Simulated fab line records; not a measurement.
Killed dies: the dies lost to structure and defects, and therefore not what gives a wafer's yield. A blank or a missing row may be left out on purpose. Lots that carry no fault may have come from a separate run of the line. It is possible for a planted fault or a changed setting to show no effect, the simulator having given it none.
Chamber matching | flow berkeley-cmos170 | 4 sister chambers for UCB170_GATE_ETCH_15 on rie-si-02
The step etches poly-Si in HBr/Cl2, stops on SiO2, time 56.3 s, target depth 278.2 nm. 8 wafers are shown with their chamber, then 7 later ones without.

WAFERS PAIRED WITH THEIR CHAMBERS
wafer  | chamber | throttle-valve-pct (%) | drypump-motor-current-A (A)
L976.1 | 2       | 26.83                  | 5.3
L980.2 | 3       | 25.94                  | 5.4
L980.5 | 1       | 26.13                  | 5.8
L978.2 | 2       | 26.83                  | 5.3
L978.3 | 3       | 25.94                  | 5.4
L978.4 | 0       | 26.56                  | 4.9
L994.1 | 1       | 26.14                  | 5.8
L994.2 | 0       | 26.58                  | 5.0

WAFERS WITHOUT THEIR CHAMBER
wafer  | throttle-valve-pct (%) | drypump-motor-current-A (A)
L994.5 | 26.54                  | 5.0
L993.3 | 26.81                  | 5.4
L993.4 | 26.56                  | 5.0
L993.6 | 26.56                  | 5.0
L995.2 | 25.92                  | 5.5
L995.4 | 26.15                  | 5.8
L995.6 | 26.15                  | 5.8

EACH ONE'S CHAMBER
wafer  | from the rows above | in truth
L994.5 | 0                   | 0
L993.3 | 2                   | 2
L993.4 | 0                   | 0
L993.6 | 0                   | 0
L995.2 | 3                   | 3
L995.4 | 1                   | 1
L995.6 | 1                   | 1
Correctly placed: 7 of 7. From these rows, 0 cannot be placed. Number placed wrongly: 0.
How it was worked out, from the rows above alone: a wafer's distance from a chamber is the root of the sum, over the readings, of the square of ((its reading less the chamber's mean) divided by the reading's scatter). If the next closest chamber is less than 2 further off than the closest, the wafer can't be placed; otherwise it belongs to the closest. For every chamber, the mean is computed from those of its wafers that are shown. The scatter: the root of (the sum of the squares of (reading less its chamber's mean) over the shown wafers, divided by (wafers less chambers)).
